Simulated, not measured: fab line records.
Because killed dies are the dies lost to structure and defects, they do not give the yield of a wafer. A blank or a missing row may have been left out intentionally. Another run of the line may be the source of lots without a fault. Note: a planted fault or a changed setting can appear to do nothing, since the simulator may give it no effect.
What tool caused it? ; flow berkeleyCmos170 ; 14 lots with 42 wafers sampled at 2 steps, on a route of 331 steps

WHAT THE GAUGES READ, wafer by wafer
UCB170_NWELL_THK_MEAS_05.
lot;measured;on;NWELL_NITRIDE_THK (nm)
L146;day 2 12:01;filmMetro-01;224.8 222.5 222.9
L147;day 3 01:45;filmMetro-01;225.5 226.4 222.8
L149;day 3 01:47;filmMetro-03;225.5 224.8 224.3
L151;day 3 08:46;filmMetro-03;222.2 223.2 224.2
L152;day 3 21:20;filmMetro-03;223.8 224.5 223.3
L153;day 3 21:21;filmMetro-02;227.1 226.8 226.3
L154;day 4 04:23;filmMetro-02;227.1 226.2 226.3
L155;day 4 04:23;filmMetro-03;223.8 222.6 224.8
L156;day 4 09:53;filmMetro-03;222.9 223.2 222.2
L159;day 4 17:59;filmMetro-03;224.5 225.0 224.5
L161;day 5 09:09;filmMetro-03;224.4 223.2 224.5
L162;day 5 13:35;filmMetro-02;225.9 223.9 225.1
L163;day 5 20:05;filmMetro-02;222.9 222.7 221.9
L164;day 6 02:02;filmMetro-01;226.0 225.6 224.2

UCB170_PWELL_THK_MEAS_03.
lot;measured;on;PWELL_OXIDE_THK (nm)
L146;day 3 01:02;filmMetro-02;26.8 26.8 26.8
L147;day 3 14:37;filmMetro-04;26.5 26.5 26.6
L149;day 3 14:37;filmMetro-03;26.9 26.9 26.6
L151;day 3 23:28;filmMetro-02;25.4 25.5 25.5
L152;day 4 06:48;filmMetro-03;25.1 25.3 25.2
L153;day 4 06:49;filmMetro-04;26.0 25.5 25.6
L154;day 4 20:43;filmMetro-04;26.8 26.8 26.8
L155;day 4 20:41;filmMetro-02;26.5 26.7 26.3
L156;day 4 20:41;filmMetro-03;26.1 25.8 25.7
L159;day 5 06:38;filmMetro-04;26.0 26.0 26.0
L161;day 5 21:16;filmMetro-04;25.3 25.2 25.5
L162;day 6 02:56;filmMetro-03;25.9 26.1 26.2
L163;day 6 10:08;filmMetro-04;25.5 25.0 25.5
L164;day 6 10:08;filmMetro-02;26.3 26.4 26.5

WHICH TOOL RAN EACH LOT (tool, then ch and the chambers of the sampled wafers, then the start)
There is no process step in the record ahead of these readings.

WHAT THE TOOLS THEMSELVES READ (means of the sampled wafers that have a number; where no wafer has one, the mark that the record gives instead)
The record holds no such reading with a usual standard deviation.

THE ANSWER, worked out from the rows above alone
Rule: usual is defined by the lots themselves. Put in order of their means at a reading, lots are off if they are a third of the lots or fewer, leave a main group of 4 or more, and stand apart from it by a gap of 3 or more times the standard deviation of the main group's means; of several such gaps the widest counts. A main group whose means are all the same, to the digits that the tables above print for the reading, isn't used. Also off: a lot with no number at a reading for which 4 or more lots have one. Any other lot the step has rows for is counted as sound. The gauges are gone through in route order, then the tools' own readings, and for those a lot's mean is taken as printed above. The first step at which some lot is off is used, and at that step the reading that is off furthest; a lot without a number counts as furthest.
No lot is off on any of the readings shown, so nothing can be concluded from this.

WHAT THE SIMULATOR HAD PUT IN
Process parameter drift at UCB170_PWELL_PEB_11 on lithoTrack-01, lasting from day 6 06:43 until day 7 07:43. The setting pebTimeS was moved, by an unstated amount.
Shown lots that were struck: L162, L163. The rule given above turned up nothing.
